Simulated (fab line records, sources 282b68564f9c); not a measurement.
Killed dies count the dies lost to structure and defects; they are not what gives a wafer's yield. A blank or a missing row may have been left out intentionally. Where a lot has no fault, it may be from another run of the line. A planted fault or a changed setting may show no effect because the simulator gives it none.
fab line records ; flow ritCmos
record lots=7; wafers=21; lastDay=7
route steps=202 shown SDANNEAL@153 PSD@157 NSD@158 PLDD@159 NLDD@160 SILICIDE@161 M1@202
lots that met no fault: from a run of the same line without faults
startH: hours from the record's first day to the start of the lot's first wafer shown ; waitH: hours elapsed since this lot's preceding step ; " same as the row above ; L1.1+2: one row covering several wafers at once ; - value missing, or start not given ; * or withheld: withheld ; < > ~ a bound
route shown NAME@n: NAME is a module with steps in the file, n the number in the route of the first one ; usual: mean/standard deviation of fault-free wafers ; same: alike in all rows ; chamber/n: place in a boat ; sites: per-site readings ; _std_site: standard deviation across them ; _edge_site: the outer-site mean with the inner-site mean subtracted ; radiusMm: for every site, how far away it sits from the centre of the wafer ; mask NAME#n: copy n ; behind: the most recent tool/chamber to have shaped the wafer ; hold: reason for holding the lot/hours on hold/outcome of the hold ; device: the transistor (n, p or np) that didn't switch ; end of line: the route-end tests of the same wafers ; a step without rows: its recipe alone ; killed: dies lost to structure and defects at the first sort, not the wafer's yield ; map: the dies of a wafer, with x for killed, . for not killed, _ for no die there
set.NAME: the run value of the setting; set.NAME@STEP: its run value at that earlier step ; model.NAME: the simulator's own value behind a step, which no gauge read
lots at selected steps of the route; one table per step, one row per wafer
## steps
# step RIT_SDANNEAL_CLEAN_00
# recipe chemistry=SC1; mix=3:3:50; timeS=600; tempC=75
# step RIT_SDANNEAL_CLEAN_01
# recipe chemistry=dHF; dilution=50:1; timeS=30
# step RIT_SDANNEAL_CLEAN_02
# recipe chemistry=SC2; mix=3:3:50; timeS=600; tempC=75; dry=n2Spin
# step RIT_SDANNEAL_RTA_03
# recipe tempC=1050; timeS=5; idleTempC=600; rampUpCPerS=342; rampDownCPerS=171; coolToC=600; ambient=N2
# usual annealTempCMax=1056.5/1.6; wafer_temp_C_max=1053.6/1.1
lot.wafer;tool;chamber;startH;waitH;annealTempCMax;wafer_temp_C_max
L488.1;rtpAnneal-01;0;99.20;0.0;1055.4;1052.7
L488.2;rtpAnneal-01;0;99.20;0.0;1057.7;1054.2
L488.3;rtpAnneal-01;0;99.20;0.0;1055.1;1052.9
L490.2;rtpAnneal-01;0;118.10;0.0;1057.7;1053.1
L490.5;rtpAnneal-01;0;118.10;0.0;1055.5;1053.9
L490.6;rtpAnneal-01;0;118.10;0.0;1055.2;1055.9
L496.1;rtpAnneal-02;0;132.00;0.0;1057.3;1052.6
L496.5;rtpAnneal-02;0;132.00;0.0;1057.4;1053.4
L496.6;rtpAnneal-02;0;132.00;0.0;1056.8;1053.8
L497.2;rtpAnneal-02;0;135.39;0.0;1056.5;1052.5
L497.4;rtpAnneal-02;0;135.39;0.0;1055.3;1055.3
L497.6;rtpAnneal-02;0;135.39;0.0;1058.8;1054.1
L498.2;rtpAnneal-01;0;136.15;0.0;1056.3;1053.7
L498.4;rtpAnneal-01;0;136.15;0.0;1056.4;1051.7
L498.6;rtpAnneal-01;0;136.15;0.0;1053.9;1052.0
L499.2;rtpAnneal-01;0;145.03;0.0;1057.2;1054.3
L499.3;rtpAnneal-01;0;145.03;0.0;1055.8;1052.4
L499.5;rtpAnneal-01;0;145.03;0.0;1056.1;1052.5
L502.2;rtpAnneal-02;0;148.98;0.0;1056.5;1053.9
L502.4;rtpAnneal-02;0;148.98;0.0;1057.4;1053.9
L502.5;rtpAnneal-02;0;148.98;0.0;1058.7;1055.5
# step RIT_SDANNEAL_RS_MEAS_04
# recipe thkMeasGauge=four-point-probe
# usual PSD_RS=115.79/0.26
lot.wafer;tool;chamber;startH;waitH;PSD_RS[ohm/sq]
L488.1;filmMetro-03;-;99.26;0.0;115.93
L488.2;filmMetro-03;-;99.26;0.0;116.16
L488.3;filmMetro-03;-;99.26;0.0;115.74
L490.2;filmMetro-03;-;118.17;0.1;115.76
L490.5;filmMetro-03;-;118.17;0.1;115.33
L490.6;filmMetro-03;-;118.17;0.1;115.52
L496.1;filmMetro-02;-;132.06;0.0;115.63
L496.5;filmMetro-02;-;132.06;0.0;116.03
L496.6;filmMetro-02;-;132.06;0.0;115.61
L497.2;filmMetro-01;-;135.46;0.1;116.12
L497.4;filmMetro-01;-;135.46;0.1;115.80
L497.6;filmMetro-01;-;135.46;0.1;115.83
L498.2;filmMetro-03;-;136.22;0.1;116.02
L498.4;filmMetro-03;-;136.22;0.1;115.83
L498.6;filmMetro-03;-;136.22;0.1;116.01
L499.2;filmMetro-02;-;145.10;0.1;115.82
L499.3;filmMetro-02;-;145.10;0.1;115.84
L499.5;filmMetro-02;-;145.10;0.1;115.99
L502.2;filmMetro-03;-;149.05;0.1;115.94
L502.4;filmMetro-03;-;149.05;0.1;115.84
L502.5;filmMetro-03;-;149.05;0.1;115.81
# step RIT_SDANNEAL_RS_MEAS_05
# recipe thkMeasGauge=four-point-probe
# usual NSD_RS=84.5/0.32
lot.wafer;tool;chamber;startH;waitH;NSD_RS[ohm/sq]
L488.1;filmMetro-03;-;99.38;0.1;84.5
L488.2;filmMetro-03;-;99.38;0.1;84.8
L488.3;filmMetro-03;-;99.38;0.1;84.7
L490.2;filmMetro-03;-;118.29;0.1;84.3
L490.5;filmMetro-03;-;118.29;0.1;84.1
L490.6;filmMetro-03;-;118.29;0.1;84.4
L496.1;filmMetro-02;-;132.18;0.1;84.5
L496.5;filmMetro-02;-;132.18;0.1;84.4
L496.6;filmMetro-02;-;132.18;0.1;84.8
L497.2;filmMetro-01;-;135.58;0.1;84.7
L497.4;filmMetro-01;-;135.58;0.1;84.5
L497.6;filmMetro-01;-;135.58;0.1;84.8
L498.2;filmMetro-03;-;136.34;0.1;84.6
L498.4;filmMetro-03;-;136.34;0.1;84.8
L498.6;filmMetro-03;-;136.34;0.1;84.8
L499.2;filmMetro-02;-;145.22;0.1;84.9
L499.3;filmMetro-02;-;145.22;0.1;85.0
L499.5;filmMetro-02;-;145.22;0.1;84.9
L502.2;filmMetro-03;-;149.17;0.1;84.1
L502.4;filmMetro-03;-;149.17;0.1;84.1
L502.5;filmMetro-03;-;149.17;0.1;84.2
# step RIT_SDANNEAL_RS_MEAS_06
# recipe thkMeasGauge=four-point-probe
# usual PLDD_RS=178.5/0.44
lot.wafer;tool;chamber;startH;waitH;PLDD_RS[ohm/sq]
L488.1;filmMetro-03;-;99.50;0.1;178.7
L488.2;filmMetro-03;-;99.50;0.1;179.6
L488.3;filmMetro-03;-;99.50;0.1;179.1
L490.2;filmMetro-03;-;118.41;0.1;178.7
L490.5;filmMetro-03;-;118.41;0.1;178.1
L490.6;filmMetro-03;-;118.41;0.1;178.6
L496.1;filmMetro-02;-;132.30;0.1;178.8
L496.5;filmMetro-02;-;132.30;0.1;178.4
L496.6;filmMetro-02;-;132.30;0.1;177.9
L497.2;filmMetro-01;-;135.70;0.1;179.2
L497.4;filmMetro-01;-;135.70;0.1;178.7
L497.6;filmMetro-01;-;135.70;0.1;178.7
L498.2;filmMetro-03;-;136.46;0.1;178.7
L498.4;filmMetro-03;-;136.46;0.1;178.1
L498.6;filmMetro-03;-;136.46;0.1;178.3
L499.2;filmMetro-02;-;145.34;0.1;178.2
L499.3;filmMetro-02;-;145.34;0.1;178.5
L499.5;filmMetro-02;-;145.34;0.1;178.6
L502.2;filmMetro-03;-;149.29;0.1;178.6
L502.4;filmMetro-03;-;149.29;0.1;178.7
L502.5;filmMetro-03;-;149.29;0.1;179.0
# step RIT_SDANNEAL_RS_MEAS_07
# recipe thkMeasGauge=four-point-probe
# usual NLDD_RS=151.6/0.5
lot.wafer;tool;chamber;startH;waitH;NLDD_RS[ohm/sq]
L488.1;filmMetro-03;-;99.62;0.1;150.6
L488.2;filmMetro-03;-;99.62;0.1;151.5
L488.3;filmMetro-03;-;99.62;0.1;150.8
L490.2;filmMetro-03;-;118.53;0.1;151.8
L490.5;filmMetro-03;-;118.53;0.1;151.7
L490.6;filmMetro-03;-;118.53;0.1;151.4
L496.1;filmMetro-02;-;132.42;0.1;151.2
L496.5;filmMetro-02;-;132.42;0.1;150.8
L496.6;filmMetro-02;-;132.42;0.1;150.7
L497.2;filmMetro-01;-;135.82;0.1;151.7
L497.4;filmMetro-01;-;135.82;0.1;151.9
L497.6;filmMetro-01;-;135.82;0.1;151.8
L498.2;filmMetro-03;-;136.58;0.1;152.3
L498.4;filmMetro-03;-;136.58;0.1;152.1
L498.6;filmMetro-03;-;136.58;0.1;152.0
L499.2;filmMetro-02;-;145.46;0.1;151.6
L499.3;filmMetro-02;-;145.46;0.1;151.7
L499.5;filmMetro-02;-;145.46;0.1;151.7
L502.2;filmMetro-03;-;149.41;0.1;151.6
L502.4;filmMetro-03;-;149.41;0.1;151.1
L502.5;filmMetro-03;-;149.41;0.1;150.9
# step RIT_SILICIDE_WET_ETCH_00
# recipe chemistry=BOE; target=SiO2; targetDepthNm=14; timeS=15; dry=n2Spin; dilution=10:1; tempC=21.5
# step RIT_SILICIDE_SPUTTER_01
# recipe material=Ti; targetThkNm=30; powerW=350; chamberPressurePa=0.667; gas=Ar; timeS=240; substrateTempC=25
# usual throttleValvePct=30.1/0.95
lot.wafer;tool;chamber;startH;waitH;throttleValvePct
L488.1;pvdSputter-03;-;99.75;0.0;29.9
L488.2;pvdSputter-03;-;99.75;0.0;28.5
L488.3;pvdSputter-03;-;99.75;0.0;29.5
L490.2;pvdSputter-03;-;118.64;0.0;28.4
L490.5;pvdSputter-03;-;118.64;0.0;28.3
L490.6;pvdSputter-03;-;118.64;0.0;29.1
L496.1;pvdSputter-04;-;132.55;0.0;30.3
L496.5;pvdSputter-04;-;132.55;0.0;30.7
L496.6;pvdSputter-04;-;132.55;0.0;31.3
L497.2;pvdSputter-04;-;135.93;0.0;30.4
L497.4;pvdSputter-04;-;135.93;0.0;30.9
L497.6;pvdSputter-04;-;135.93;0.0;29.9
L498.2;pvdSputter-03;-;136.69;0.0;29.7
L498.4;pvdSputter-03;-;136.69;0.0;31.3
L498.6;pvdSputter-03;-;136.69;0.0;28.5
L499.2;pvdSputter-03;-;145.58;0.0;28.5
L499.3;pvdSputter-03;-;145.58;0.0;31.1
L499.5;pvdSputter-03;-;145.58;0.0;28.2
L502.2;pvdSputter-02;-;149.52;0.0;30.4
L502.4;pvdSputter-02;-;149.52;0.0;29.8
L502.5;pvdSputter-02;-;149.52;0.0;30.4
# step RIT_SILICIDE_RS_MEAS_02
# recipe thkMeasGauge=four-point-probe; reads=Ti_of_SILICIDE_SPUTTER_01
# usual SILICIDE_TI_RS=48.3/0.9
lot.wafer;tool;chamber;startH;waitH;SILICIDE_TI_RS[ohm/sq]
L488.1;filmMetro-03;-;99.90;0.1;49.0
L488.2;filmMetro-03;-;99.90;0.1;49.5
L488.3;filmMetro-03;-;99.90;0.1;48.7
L490.2;filmMetro-03;-;118.81;0.1;49.7
L490.5;filmMetro-03;-;118.81;0.1;49.3
L490.6;filmMetro-03;-;118.81;0.1;49.2
L496.1;filmMetro-04;-;132.70;0.1;48.1
L496.5;filmMetro-04;-;132.70;0.1;47.9
L496.6;filmMetro-04;-;132.70;0.1;48.3
L497.2;filmMetro-04;-;136.10;0.1;48.7
L497.4;filmMetro-04;-;136.10;0.1;48.8
L497.6;filmMetro-04;-;136.10;0.1;47.7
L498.2;filmMetro-02;-;136.86;0.1;48.8
L498.4;filmMetro-02;-;136.86;0.1;48.8
L498.6;filmMetro-02;-;136.86;0.1;48.7
L499.2;filmMetro-02;-;145.75;0.1;48.5
L499.3;filmMetro-02;-;145.75;0.1;48.5
L499.5;filmMetro-02;-;145.75;0.1;48.6
L502.2;filmMetro-04;-;149.69;0.1;48.0
L502.4;filmMetro-04;-;149.69;0.1;48.9
L502.5;filmMetro-04;-;149.69;0.1;47.5
# step RIT_SILICIDE_THK_MEAS_03
# recipe thkMeasGauge=xrf; reads=Ti_of_SILICIDE_SPUTTER_01
# usual SILICIDE_TI_THK=29.6/0.46
lot.wafer;tool;chamber;startH;waitH;SILICIDE_TI_THK[nm]
L488.1;filmMetro-03;-;100.02;0.1;29.1
L488.2;filmMetro-03;-;100.02;0.1;28.8
L488.3;filmMetro-03;-;100.02;0.1;29.3
L490.2;filmMetro-03;-;118.92;0.1;28.9
L490.5;filmMetro-03;-;118.92;0.1;29.0
L490.6;filmMetro-03;-;118.92;0.1;29.1
L496.1;filmMetro-04;-;132.82;0.1;29.6
L496.5;filmMetro-04;-;132.82;0.1;29.8
L496.6;filmMetro-04;-;132.82;0.1;29.7
L497.2;filmMetro-04;-;136.21;0.1;29.5
L497.4;filmMetro-04;-;136.21;0.1;29.3
L497.6;filmMetro-04;-;136.21;0.1;29.9
L498.2;filmMetro-02;-;136.97;0.1;29.2
L498.4;filmMetro-02;-;136.97;0.1;29.5
L498.6;filmMetro-02;-;136.97;0.1;29.3
L499.2;filmMetro-02;-;145.86;0.1;29.4
L499.3;filmMetro-02;-;145.86;0.1;29.5
L499.5;filmMetro-02;-;145.86;0.1;29.3
L502.2;filmMetro-04;-;149.80;0.1;29.7
L502.4;filmMetro-04;-;149.80;0.1;29.1
L502.5;filmMetro-04;-;149.80;0.1;29.9
# step RIT_SILICIDE_RTA_04
# recipe tempC=650; timeS=10; idleTempC=25; rampUpS=5; rampDownS=5; coolToC=25; ambient=N2
# usual wafer_temp_C_max=652.3/0.59
lot.wafer;tool;chamber;startH;waitH;wafer_temp_C_max
L488.1;rtpAnneal-01;0;100.08;0.1;652.2
L488.2;rtpAnneal-01;0;100.08;0.1;652.0
L488.3;rtpAnneal-01;0;100.08;0.1;651.9
L490.2;rtpAnneal-01;0;118.98;0.1;651.6
L490.5;rtpAnneal-01;0;118.98;0.1;651.8
L490.6;rtpAnneal-01;0;118.98;0.1;652.2
L496.1;rtpAnneal-02;0;132.88;0.1;652.4
L496.5;rtpAnneal-02;0;132.88;0.1;653.4
L496.6;rtpAnneal-02;0;132.88;0.1;652.8
L497.2;rtpAnneal-02;0;136.27;0.1;722.0
L497.4;rtpAnneal-02;0;136.27;0.1;722.6
L497.6;rtpAnneal-02;0;136.27;0.1;722.8
L498.2;rtpAnneal-02;0;137.03;0.1;723.2
L498.4;rtpAnneal-02;0;137.03;0.1;722.5
L498.6;rtpAnneal-02;0;137.03;0.1;722.5
L499.2;rtpAnneal-02;0;145.92;0.1;722.8
L499.3;rtpAnneal-02;0;145.92;0.1;722.8
L499.5;rtpAnneal-02;0;145.92;0.1;722.2
L502.2;rtpAnneal-01;0;149.86;0.1;651.9
L502.4;rtpAnneal-01;0;149.86;0.1;652.0
L502.5;rtpAnneal-01;0;149.86;0.1;652.8
# step RIT_SILICIDE_WET_ETCH_05
# recipe chemistry=SPM; target=Ti; tempC=90; timeS=120; dry=n2Spin
# step RIT_M1_PROBE_99
# usual killedAtContacts=0.1/0.23; killedAtFrontEnd=6.7/2.9; killedDies=6.8/2.9; killedOnRim=1.9/1.4; killedOpen=3.5/2.1; killedShort=3.2/1.9
# same grossDies=264; killed_at_M0_to_M3=0; killed_at_M4_up=0; killedAtBackSide=0; killedAtOther=0
lot.wafer;tool;chamber;startH;waitH;killedAtContacts;killedAtFrontEnd;killedDies;killedOnRim;killedOpen;killedShort
L488.1;prober-02;-;106.78;0.1;0;7;7;3;3;4
L488.2;prober-02;-;106.83;0.1;0;7;7;3;6;1
L488.3;prober-02;-;106.88;0.2;0;6;6;2;6;0
L490.2;prober-02;-;126.58;0.1;1;8;9;5;3;6
L490.5;prober-02;-;126.73;0.2;0;7;7;1;5;2
L490.6;prober-02;-;126.78;0.2;0;10;10;2;9;1
L496.1;prober-01;-;139.89;0.1;0;5;5;2;3;2
L496.5;prober-01;-;140.09;0.2;0;7;7;1;4;3
L496.6;prober-01;-;140.14;0.2;0;6;6;1;2;4
L497.2;prober-01;-;143.23;0.1;0;5;5;5;3;2
L497.4;prober-01;-;143.33;0.2;0;4;4;2;0;4
L497.6;prober-01;-;143.43;0.2;0;5;5;1;3;2
L498.2;prober-02;-;144.73;0.1;0;11;11;1;6;5
L498.4;prober-02;-;144.83;0.2;0;14;14;3;8;6
L498.6;prober-02;-;144.93;0.2;0;7;7;0;3;4
L499.2;prober-02;-;154.01;0.1;0;6;6;1;3;3
L499.3;prober-02;-;154.06;0.2;0;6;6;3;2;4
L499.5;prober-02;-;154.16;0.2;0;7;7;3;5;2
L502.2;prober-01;-;156.82;0.1;0;5;5;1;3;2
L502.4;prober-01;-;156.92;0.2;0;4;4;2;2;2
L502.5;prober-01;-;156.97;0.2;0;10;10;1;6;4
# killed by level:class
L488.1 REOX:geometricParticle:short=2 FOX1:geometricParticle:short=1 GATE:geometricParticle:short=1 GATE:geometricParticle:open=1 REOX:geometricParticle:open=1 SILICIDE:geometricParticle:open=1
L488.2 GATE:geometricParticle:open=6 FOX1:geometricParticle:short=1
L488.3 GATE:geometricParticle:open=2 REOX:geometricParticle:open=2 SPACER:geometricParticle:open=2
L490.2 REOX:geometricParticle:short=3 SPACER:geometricParticle:open=1 REOX:geometricParticle:open=1 SPACER:geometricParticle:short=1 SILICIDE:geometricParticle:open=1 SILICIDE:geometricParticle:short=1 CONTACT:geometricParticle:short=1
L490.5 REOX:geometricParticle:open=4 FOX2:geometricParticle:open=1 SPACER:geometricParticle:short=1 SILICIDE:geometricParticle:short=1
L490.6 SPACER:geometricParticle:open=5 GATE:geometricParticle:open=4 SPACER:geometricParticle:short=1
L496.1 FOX1:geometricParticle:short=1 FOX2:geometricParticle:open=1 GATE:geometricParticle:short=1 GATE:geometricParticle:open=1 REOX:geometricParticle:open=1
L496.5 GATE:geometricParticle:open=3 FOX2:geometricParticle:short=2 FOX2:geometricParticle:open=1 SILICIDE:geometricParticle:short=1
L496.6 FOX1:geometricParticle:open=1 FOX1:geometricParticle:short=1 FOX2:geometricParticle:short=1 GATE:geometricParticle:short=1 SILICIDE:geometricParticle:open=1 SILICIDE:geometricParticle:short=1
L497.2 FOX1:geometricParticle:short=2 FOX1:geometricParticle:open=2 FOX2:geometricParticle:open=1
L497.4 FOX1:geometricParticle:short=1 GATE:geometricParticle:short=1 REOX:geometricParticle:short=1 SPACER:geometricParticle:short=1
L497.6 FOX2:geometricParticle:short=1 GATE:geometricParticle:open=1 REOX:geometricParticle:open=1 SILICIDE:geometricParticle:open=1 SILICIDE:geometricParticle:short=1
L498.2 GATE:geometricParticle:open=3 FOX1:geometricParticle:open=2 GATE:geometricParticle:short=2 SPACER:geometricParticle:short=2 FOX1:geometricParticle:short=1 FOX2:geometricParticle:open=1
L498.4 FOX1:geometricParticle:short=5 FOX1:geometricParticle:open=4 SPACER:geometricParticle:open=2 FOX2:geometricParticle:open=1 GATE:geometricParticle:short=1 REOX:geometricParticle:open=1
L498.6 REOX:geometricParticle:open=2 SPACER:geometricParticle:short=2 FOX1:geometricParticle:short=1 FOX2:geometricParticle:short=1 GATE:geometricParticle:open=1
L499.2 GATE:geometricParticle:short=3 FOX1:geometricParticle:open=1 GATE:geometricParticle:open=1 SILICIDE:geometricParticle:open=1
L499.3 GATE:geometricParticle:short=3 FOX1:geometricParticle:open=1 REOX:geometricParticle:open=1 REOX:geometricParticle:short=1
L499.5 SPACER:geometricParticle:open=2 SILICIDE:geometricParticle:open=2 GATE:geometricParticle:short=1 REOX:geometricParticle:open=1 SILICIDE:geometricParticle:short=1
L502.2 FOX1:geometricParticle:open=1 FOX2:geometricParticle:open=1 GATE:geometricParticle:short=1 REOX:geometricParticle:short=1 SPACER:geometricParticle:open=1
L502.4 FOX2:geometricParticle:open=1 GATE:geometricParticle:open=1 GATE:geometricParticle:short=1 REOX:geometricParticle:short=1
L502.5 GATE:geometricParticle:open=2 SILICIDE:geometricParticle:short=2 FOX2:geometricParticle:open=1 FOX2:geometricParticle:short=1 REOX:geometricParticle:open=1 GATE:geometricParticle:short=1 SPACER:geometricParticle:open=1 SILICIDE:geometricParticle:open=1
## key
firstSign step=RIT_SILICIDE_RTA_04; reading=wafer_temp_C_max; direction=up; sigmas=99+; usual=*; struck=*
effect none on later readings
metAt RIT_SILICIDE_RTA_04
struckWafers L497.2,L497.4,L497.6,L498.2,L498.4,L498.6,L499.2,L499.3,L499.5
testerLeftOut L497,L498,L499
onsetBetween 132.88 136.27
fault kind=processParameterDrift; tool=rtpAnneal-02; chamber=-; onsetH=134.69; steps=RIT_SILICIDE_RTA_04; channel=tempC; offset=*; shape=step; endH=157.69; actsIn=*; stated=*
# testerLeftOut: of these lots the tester's yield and bins aren't shown, on N5 and GAA mostly nor the transistor test; their killed dies are dies lost to structure and defects alone, not to doping, threshold or leakage, so they don't give the yield
